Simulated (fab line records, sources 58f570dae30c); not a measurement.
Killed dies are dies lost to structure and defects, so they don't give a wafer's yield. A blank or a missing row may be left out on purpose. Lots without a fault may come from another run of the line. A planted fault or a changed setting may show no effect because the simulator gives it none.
A struck lot beside a sound one | flow berkeley_cmos170 | 25 steps out of a route of 331
Sound: wafers L785.1, L785.5, L785.6. Struck: wafers L783.3, L783.5, L783.6. The cause comes at the end.
At each step with rows: each side's tool, then ch and its chambers, then its first start. Under that, the readings that differ: sound wafers | struck wafers | difference of the means | sigmas: that difference in standard deviations of wafers without a fault.
alike: readings whose means differ by less than 2 such deviations, and words and numbers that are the same on both sides. not compared: withheld readings, readings that some wafer has no value for, bounds like >300 that may hide the same value, and numbers for which the record gives no deviation and whose values overlap.
The two part at a step that has a row with sigmas, a row that says differs or no value, or rows on one side only. Numbers that don't overlap but have no deviation are shown without sigmas and don't part them. A reading that every wafer of one side lacks parts them only if that side has two wafers or more.

first, 1 step without rows for these wafers: UCB170_PSD_IMPLANT_08.
UCB170_PSD_STRIP_09: strips in O2.
  sound on plasma_asher-04 ch 0,1, day 12 04:03; struck on plasma_asher-01 ch 0,1, day 11 05:12
  alike: drypump_motor_current_A, oes_product_au, strip_time_to_endpoint_s
  not compared: rf_hours_counter_h
UCB170_PSD_TW_MEAS_10:
  sound on film_metro-02, day 12 04:09; struck on film_metro-02, day 11 05:17
  alike: PSD_TW
then, 7 steps without rows for these wafers: UCB170_PSD_CLEAN_11 (cleans in SPM, time 600 s); UCB170_NSD_HMDS_00 (prime time 60 s); UCB170_NSD_COAT_01 (resist thk 900 nm); UCB170_NSD_SOFTBAKE_02 (time 60 s); UCB170_NSD_EXPOSE_03 (exposes mask NSELECT MOD, target cd 1200 nm); UCB170_NSD_PEB_04; UCB170_NSD_DEVELOP_05 (develop time 45 s).
UCB170_NSD_CD_MEAS_06: target cd 1200 nm.
  sound on cd_sem-02, day 12 05:42; struck on cd_sem-01, day 11 07:58
  alike: cd_nm
UCB170_NSD_OVL_MEAS_07:
  sound on overlay-01, day 12 05:49; struck on overlay-02, day 11 08:04
  alike: NSD_OVL
UCB170_NSD_IMPLANT_08:
  sound on implanter-03 ch 0, day 12 05:51; struck on implanter-01 ch 0, day 11 08:08
  reading                          | sound                         | struck                        | difference | sigmas
  dose_ions_cm2                    | 3.003e+15 3.002e+15 3.002e+15 | 1.656e+15 1.647e+15 1.648e+15 | -1.352e+15 | -99 or more
  end_station_pressure_torr (Torr) | 1.19e-05 1.28e-05 1.25e-05    | 9.3e-06 8.1e-06 9.4e-06       | -3.5e-06   | -6
  faraday_current_uA               | 9541 8927 9012                | 5050 5166 5226                | -4013      | -21
UCB170_NSD_STRIP_09: strips in O2.
  sound on plasma_asher-03 ch 0,1, day 12 06:00; struck on plasma_asher-04 ch 0,1, day 11 08:16
  reading                      | sound             | struck            | difference | sigmas
  oes_product_au (a.u.)        | 0.534 0.532 0.534 | 0.585 0.585 0.595 | +0.055     | +11
  strip_time_to_endpoint_s (s) | 35.71 35.79 35.81 | 30.39 30.27 30.38 | -5.42      | -66
  alike: drypump_motor_current_A
  not compared: rf_hours_counter_h
UCB170_NSD_TW_MEAS_10:
  sound on film_metro-03, day 12 06:07; struck on film_metro-04, day 11 08:35
  reading | sound          | struck         | difference | sigmas
  NSD_TW  | 4311 4296 4304 | 3869 3875 3868 | -433       | -7
  not compared: hold
then, 3 steps without rows for these wafers: UCB170_BACKSIDE_HMDS_00 (prime time 60 s); UCB170_BACKSIDE_COAT_01 (resist thk 900 nm); UCB170_BACKSIDE_SOFTBAKE_02 (time 60 s).
UCB170_BACKSIDE_STRIP_03: strips in O2.
  sound on plasma_asher-03 ch 0,1, day 12 06:51; struck on plasma_asher-04 ch 0,1, day 11 11:50
  alike: drypump_motor_current_A, oes_product_au, strip_time_to_endpoint_s
  not compared: rf_hours_counter_h
then, 1 step without rows for these wafers: UCB170_BACKSIDE_CLEAN_04 (cleans in SPM, time 600 s).
UCB170_SDANNEAL_RTA_00: time 10 s.
  sound on rtp_anneal-01 ch 0, day 12 07:09; struck on rtp_anneal-01 ch 0, day 11 12:07
  alike: lamp_power_pct, wafer_temp_C_max
UCB170_SDANNEAL_RTA_01: time 5 s.
  sound on rtp_anneal-01 ch 0, day 12 07:13; struck on rtp_anneal-01 ch 0, day 11 12:11
  alike: lamp_power_pct, wafer_temp_C_max
UCB170_SDANNEAL_RS_MEAS_02: measures by four-point-probe.
  sound on film_metro-03, day 12 07:17; struck on film_metro-04, day 11 12:15
  alike: PSD_RS
UCB170_SDANNEAL_RS_MEAS_03: measures by four-point-probe.
  sound on film_metro-03, day 12 07:24; struck on film_metro-04, day 11 12:46
  reading         | sound             | struck            | difference | sigmas
  NSD_RS (ohm/sq) | 37.35 37.39 37.24 | 53.52 53.86 53.74 | +16.38     | +99 or more
  not compared: hold
UCB170_M3_PROBE_99:
  the record has rows for the sound wafers here (prober-01, day 13 08:15) and none for the struck ones

WHERE THEY PART
First at UCB170_NSD_IMPLANT_08; last, within this record, at UCB170_M3_PROBE_99.

WHY: what the simulator had put in
Process parameter drift: implanter-01, from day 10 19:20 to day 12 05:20, at UCB170_NSD_IMPLANT_08. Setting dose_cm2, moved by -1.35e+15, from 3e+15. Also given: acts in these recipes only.
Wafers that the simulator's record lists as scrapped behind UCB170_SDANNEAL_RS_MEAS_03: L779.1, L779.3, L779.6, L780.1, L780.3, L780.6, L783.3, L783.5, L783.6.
